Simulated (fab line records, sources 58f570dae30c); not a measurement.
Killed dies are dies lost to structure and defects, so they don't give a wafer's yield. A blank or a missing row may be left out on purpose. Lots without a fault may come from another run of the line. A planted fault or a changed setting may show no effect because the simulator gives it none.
Problem report in the 8D (eight disciplines) form, filled by code | flow berkeley_cmos170 | the parts of the form that need people (team, actions taken, sign-off) are left out

1. THE PROBLEM
heater_power_total_W at UCB170_PWELL_PEB_11 reads a mean of 58.52 W on 6 wafers of 2 lots; wafers without a fault read 56.79 W with a standard deviation of 0.048. That is +36 standard deviations from the usual mean.
First seen on wafer L914.1, day 6 15:21, on litho_track-04. The record holds 42 wafers of 14 lots with a number at this step. Rule for "out", or "out of limits": more than 4 standard deviations from the usual mean. The other wafers with a number count as sound.

2. WHAT IT IS AND WHAT IT IS NOT
question                    | is                                 | is not
which readings at this step | heater_power_total_W, plate_temp_C | -
which lots                  | L914, L915                         | L897, L898, L900, L902, L903, L906, L907, L908, L909, L910, L919, L920
which wafers of those lots  | all that have a number             | -
read on which tools         | litho_track-04                     | litho_track-02, litho_track-03
when                        | from day 6 15:21                   | up to then (30 sound wafers); but 6 sound wafers of L919, L920 came after

3. SUSPECTS, AND WHAT RULES EACH OUT
Counting: a tool at a process step up to the reading stays a suspect if it ran every lot that is out and no sound lot after the first of them.
- litho_track-04 at UCB170_PWELL_PEB_11: kept. It ran every lot that is out, first L914 (day 6 15:21), and no sound lot after that; its last sound lot up to then is L906 (day 5 04:02). Its own readings are out on those wafers: heater_power_total_W, plate_temp_C.
Left after counting: litho_track-04 at UCB170_PWELL_PEB_11.

4. THE CAUSE (what the simulator had put in)
Process parameter drift: litho_track-04, from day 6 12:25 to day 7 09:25, at UCB170_PWELL_PEB_11. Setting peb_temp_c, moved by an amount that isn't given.
Counting left only this tool.

5. THE CHAIN OF EFFECTS, in route order
Each row: a reading whose mean over the struck wafers that have a number lies more than 3 standard deviations from the usual. Only readings for which the record gives a usual standard deviation are gone through. hours: the time from each lot's start at the first step in this table that gives one to its start at this step, as a median over the lots. sigmas: the change in usual standard deviations.
hours | step                | reading              | usual    | on struck wafers | change | sigmas
0     | UCB170_PWELL_PEB_11 | heater_power_total_W | 56.79 W  | 58.52            | +1.73  | +36
0     | UCB170_PWELL_PEB_11 | plate_temp_C         | 129.99 C | 133.09           | +3.10  | +22
The process steps in it:
- UCB170_PWELL_PEB_11
Later measuring or inspecting steps at which every struck wafer that the step has a row for has a number for every such reading, and none has moved that far: UCB170_M1_THK_MEAS_02, UCB170_M3_THK_MEAS_03.

6. WHAT WOULD HAVE CAUGHT IT SOONER
In this record the first reading out of limits was taken at day 6 15:21, 3 hours after the fault began at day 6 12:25.
